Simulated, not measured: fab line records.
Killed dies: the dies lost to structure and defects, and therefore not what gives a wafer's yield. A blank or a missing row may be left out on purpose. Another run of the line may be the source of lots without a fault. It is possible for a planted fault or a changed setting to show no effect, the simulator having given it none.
Problem report in the 8D (eight disciplines) form, filled by code -- flow ritCmos -- the parts of the form that need people (team, actions taken, sign-off) are left out

1. WHAT IS WRONG
Mean PSD_TW at RIT_PSD_TW_MEAS_10: 3137 over 6 wafers in 2 lots; fault-free wafers: 3418, standard deviation 27. Measured from the usual mean, that is -10 standard deviations.
Earliest sighting: wafer L800.1 on filmMetro-02 at day 5 12:28. At this step, 39 wafers from 13 lots have a number in the record. Rule for "out" (also "out of limits"): further than 4 standard deviations from the usual mean. The other wafers with a number count as sound.

2. WHAT IT IS, AND WHAT IT ISN'T
question,is,is not
which readings at this step,PSD_TW,-
which lots,"L800, L801","L789, L790, L791, L792, L793, L796, L798, L803, L804, L805, L808"
which wafers of those lots,all that have a number,-
read on which gauges,"filmMetro-02, filmMetro-04",filmMetro-01
when,from day 5 12:28,"up to then (21 sound wafers); but 12 sound wafers of L803, L804, L805, L808 came after"

3. THE SUSPECTS, EACH WITH WHAT RULES IT OUT
Counting: a tool stays on the suspect list if, at a process step up to the reading, it processed all lots that are out and no sound lot following the first of them.
- ruled out: the gauge at RIT_PSD_TW_MEAS_10. 2 gauges (filmMetro-02, filmMetro-04) read the wafers that are out.
- implanter-03 at RIT_PSD_IMPLANT_08: kept. All lots that are out passed through it, beginning with L800 at day 5 11:59, and no sound lot followed; its final sound lot before that point was L791 at day 3 17:46. Its own beamEnergyKeV readings are out on those wafers.
After counting, what remains is implanter-03 at RIT_PSD_IMPLANT_08.

4. THE CAUSE (what the simulator had put in)
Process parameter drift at RIT_PSD_IMPLANT_08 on implanter-03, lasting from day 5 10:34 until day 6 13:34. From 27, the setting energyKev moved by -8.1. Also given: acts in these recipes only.
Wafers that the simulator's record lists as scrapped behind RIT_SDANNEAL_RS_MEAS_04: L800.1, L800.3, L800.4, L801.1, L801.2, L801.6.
This tool alone remained once counting was done.

5. THE EFFECT CHAIN, in route order
Each row: a reading where the mean over the struck wafers with a number is more than 3 standard deviations away from the usual. Only readings whose record carries a usual standard deviation are examined. hours: median over the lots of the time between each lot's start at the first step of this table that gives one and its start at this step. sigmas: the change, counted in usual standard deviations.
hours,step,reading,usual,on struck wafers,change,sigmas
0,RIT_PSD_IMPLANT_08,beamEnergyKeV,27.002,18.898,-8.104,-99 or more
0,RIT_PSD_TW_MEAS_10,PSD_TW,3418,3137,-281,-10
5,RIT_SDANNEAL_RS_MEAS_04,PSD_RS,115.8 ohm/sq,138.3,+22.5,+66
The process steps in it:
- RIT_PSD_IMPLANT_08

6. WHAT WOULD HAVE CAUGHT IT SOONER
The first out-of-limits reading at a measuring or inspecting step in this record came at day 5 12:28, 2 hours after the fault's start at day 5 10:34.
The tool's own readings at RIT_PSD_IMPLANT_08 were out on every struck wafer that the step has a row for (beamEnergyKeV): an alarm limit on them would have fired on the first of those.
Among the 2 lots that are out, L801 began RIT_PSD_IMPLANT_08 on implanter-03 after day 5 12:28. A hold on the tool at that time would have spared it.
